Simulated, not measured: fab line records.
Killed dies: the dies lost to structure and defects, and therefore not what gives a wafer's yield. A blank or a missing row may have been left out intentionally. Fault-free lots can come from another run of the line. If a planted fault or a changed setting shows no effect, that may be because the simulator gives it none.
Lot-split experiment ; flow rit cmos ; route with 202 steps; 5 lots, 23 wafers read

## ON THE SPLIT
At RIT_SPACER_CVD_03 (deposits Si3N4 from SiH2Cl2/NH3, target thk 250 nm, time 3300 s), the setting nh3 flow sccm was moved away from the recipe's 150 sccm on 15 of the 23 wafers read, by -14.6% to -7.5%. The other wafers ran this setting at the recipe's value.

## FROM THE SPLIT TO THE READING: what the file shows between them, 8 steps
- RIT_NSD_IMPLANT_08 (also split here: energy kev)
- RIT_PSD_COAT_01: resist thk 1000 nm (also split here: spin rpm)
- RIT_PSD_SOFTBAKE_02: time 60 s
- RIT_PSD_EXPOSE_03: exposes mask M10, target cd 40900 nm
- RIT_PSD_DEVELOP_05: develop time 50 s
- RIT_PSD_HARDBAKE_07: time 60 s
- RIT_PSD_IMPLANT_08 (also split here: energy kev)
- RIT_PSD_STRIP_09: strips in O2, time 180 s

## THE READING
Si3N4_of_SPACER_CVD_03.thk nm (the simulator's own value, which no gauge read), in nm, at RIT_SDANNEAL_CLEAN_00 (cleans in SC1, time 600 s). The file gives no usual value for it. Average 196.2 nm, standard deviation 2.1 nm, over the 8 wafers here run with the recipe.

wafer;tool, chamber at the split;nh3 flow sccm as run, sccm;against the recipe;Si3N4_of_SPACER_CVD_03.thk nm, nm;against lot-mates on the recipe
L075.1;-, -;150;recipe;194.4;-
L075.2;-, -;150;recipe;199.2;-
L075.3;-, -;150;recipe;198.7;-
L075.4;-, -;150;recipe;196.4;-
L075.5;-, -;150;recipe;197.9;-
L076.1;lpcvd-01, 1;150;recipe;195.2;-
L076.4;lpcvd-01, 1;150;recipe;193.1;-
L076.5;lpcvd-01, 1;150;recipe;194.5;-
L080.1;-, -;138.8;-7.5%;181.7;no lot-mate on the recipe
L080.2;-, -;138.8;-7.5%;183;no lot-mate on the recipe
L080.3;-, -;138.8;-7.5%;181.2;no lot-mate on the recipe
L080.4;-, -;138.8;-7.5%;182.1;no lot-mate on the recipe
L080.5;-, -;138.8;-7.5%;181;no lot-mate on the recipe
L082.1;-, -;138.3;-7.8%;185.6;no lot-mate on the recipe
L082.2;-, -;138.3;-7.8%;186.3;no lot-mate on the recipe
L082.3;-, -;138.3;-7.8%;186.6;no lot-mate on the recipe
L082.4;-, -;138.3;-7.8%;186.8;no lot-mate on the recipe
L082.5;-, -;138.3;-7.8%;187.1;no lot-mate on the recipe
L085.2;-, -;128.1;-14.6%;176.4;no lot-mate on the recipe
L085.3;-, -;128.1;-14.6%;177.2;no lot-mate on the recipe
L085.4;-, -;128.1;-14.6%;176.2;no lot-mate on the recipe
L085.5;-, -;128.1;-14.6%;176.5;no lot-mate on the recipe
L085.6;-, -;128.1;-14.6%;178;no lot-mate on the recipe

THE FIT
A straight line over all 23 wafers: Si3N4_of_SPACER_CVD_03.thk nm changes by +1.35 nm for each +1% of nh3 flow sccm; r = +0.95; the points scatter about the line by 2.5 nm.
Too few moved wafers with a lot-mate on the recipe to fit a line net of each lot's own level.

## THE FILE'S OWN FIT
Si3N4_of_SPACER_CVD_03.thk nm changes by +1.35 nm for each +1% of nh3 flow sccm, r = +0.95.
